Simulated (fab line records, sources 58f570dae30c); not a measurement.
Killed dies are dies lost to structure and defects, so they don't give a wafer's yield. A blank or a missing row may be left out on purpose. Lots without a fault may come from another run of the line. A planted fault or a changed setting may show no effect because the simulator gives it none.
Split-lot experiment | flow berkeley_cmos170 | 5 lots, 23 wafers read, on a route of 331 steps

THE SPLIT
At UCB170_M3_COAT_05 (resist thk 900 nm), the setting spin_rpm was moved away from the recipe's 1500 rpm on 9 of the 23 wafers read, by -6.8% to +5.5%. The other wafers ran this setting at the recipe's value.

The reading is taken at the split's own step.

THE READING
KrF_of_M3_COAT_05.thk_nm (the simulator's own value, which no gauge read), in nm, at UCB170_M3_COAT_05 (resist thk 900 nm). The file gives no usual value for it. The 14 wafers here that ran the recipe average 900.9 nm, standard deviation 2.3 nm.

wafer  | tool, chamber at the split | spin_rpm as run, rpm | against the recipe | KrF_of_M3_COAT_05.thk_nm, nm | against lot-mates on the recipe
L077.2 | litho_track-04, 0          | 1500                 | recipe             | 899.8                        | -
L077.3 | litho_track-04, 0          | 1465                 | -2.3%              | 910.1                        | +10.6
L077.4 | litho_track-04, 0          | 1500                 | recipe             | 898                          | -
L077.5 | litho_track-04, 0          | 1500                 | recipe             | 900.8                        | -
L077.6 | litho_track-04, 0          | 1465                 | -2.3%              | 909.5                        | +10.0
L079.1 | litho_track-01, 0          | 1411                 | -5.9%              | 928.6                        | +28.8
L079.2 | litho_track-01, 0          | 1411                 | -5.9%              | 929.1                        | +29.3
L079.3 | litho_track-01, 0          | 1500                 | recipe             | 900                          | -
L079.5 | litho_track-01, 0          | 1500                 | recipe             | 898.1                        | -
L079.6 | litho_track-01, 0          | 1500                 | recipe             | 901.3                        | -
L080.1 | litho_track-01, 0          | 1500                 | recipe             | 899.9                        | -
L080.5 | litho_track-01, 0          | 1500                 | recipe             | 897.8                        | -
L080.6 | litho_track-01, 0          | 1500                 | recipe             | 899.8                        | -
L085.1 | litho_track-04, 0          | 1500                 | recipe             | 902.9                        | -
L085.2 | litho_track-04, 0          | 1582                 | +5.5%              | 881.3                        | -22.9
L085.4 | litho_track-04, 0          | 1582                 | +5.5%              | 880.8                        | -23.4
L085.5 | litho_track-04, 0          | 1582                 | +5.5%              | 878.4                        | -25.8
L085.6 | litho_track-04, 0          | 1500                 | recipe             | 905.5                        | -
L083.1 | litho_track-01, 0          | 1398                 | -6.8%              | 936.3                        | +33.2
L083.2 | litho_track-01, 0          | 1500                 | recipe             | 905.3                        | -
L083.4 | litho_track-01, 0          | 1398                 | -6.8%              | 935.6                        | +32.5
L083.5 | litho_track-01, 0          | 1500                 | recipe             | 902.1                        | -
L083.6 | litho_track-01, 0          | 1500                 | recipe             | 901.8                        | -

THE FIT
A straight line over all 23 wafers: KrF_of_M3_COAT_05.thk_nm changes by -4.47 nm for each +1% of spin_rpm; r = -0.98; the points scatter about the line by 2.7 nm.
The same after taking each lot's own level away (the mean of its wafers on the recipe; 23 wafers): -4.67 nm for each +1%; r = -1.00; scatter 1.4 nm.
On that fit, the largest move of spin_rpm shifts the reading by 32 nm.
The lots' own levels span 899.17 to 904.20 nm, that is 2.1 times the standard deviation above.
So the lot-to-lot level changes the slope little: the two slopes agree.
Check: with one of the wafers moved furthest among these (-6.8%) left out of the fit, the line predicts +31.8 nm for it against its lot-mates. It came out at +33.2 nm against them.

OTHER SPLITS ON THESE WAFERS
These wafers also went through other splits before the reading. Each is held against what the fit with the lots' levels taken away leaves over:
other split on the same wafers | wafers away from the commonest value | r with KrF_of_M3_COAT_05.thk_nm (lot level and that fit taken away)
UCB170_M2_PEB_13 peb_temp_c    | 11                                   | +0.19
UCB170_M2_METAL_ETCH_18 time_s | 9                                    | -0.04

THE WHOLE CHAIN: every reading that the file lists as answering this split, in the file's order
step               | what it does      | reading                                                                   | change (the file's fit)              | r (the file's)
UCB170_M3_COAT_05  | resist thk 900 nm | KrF_of_M3_COAT_05.thk_nm (the simulator's own value, which no gauge read) | -4.72 nm for each +1% of the setting | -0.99
UCB170_M3_STRIP_07 | strips in O2      | strip_time_to_endpoint_s                                                  | withheld for each +1% of the setting | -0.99

THE FILE'S OWN FIT
KrF_of_M3_COAT_05.thk_nm changes by -4.72 nm for each +1% of spin_rpm, r = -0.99.
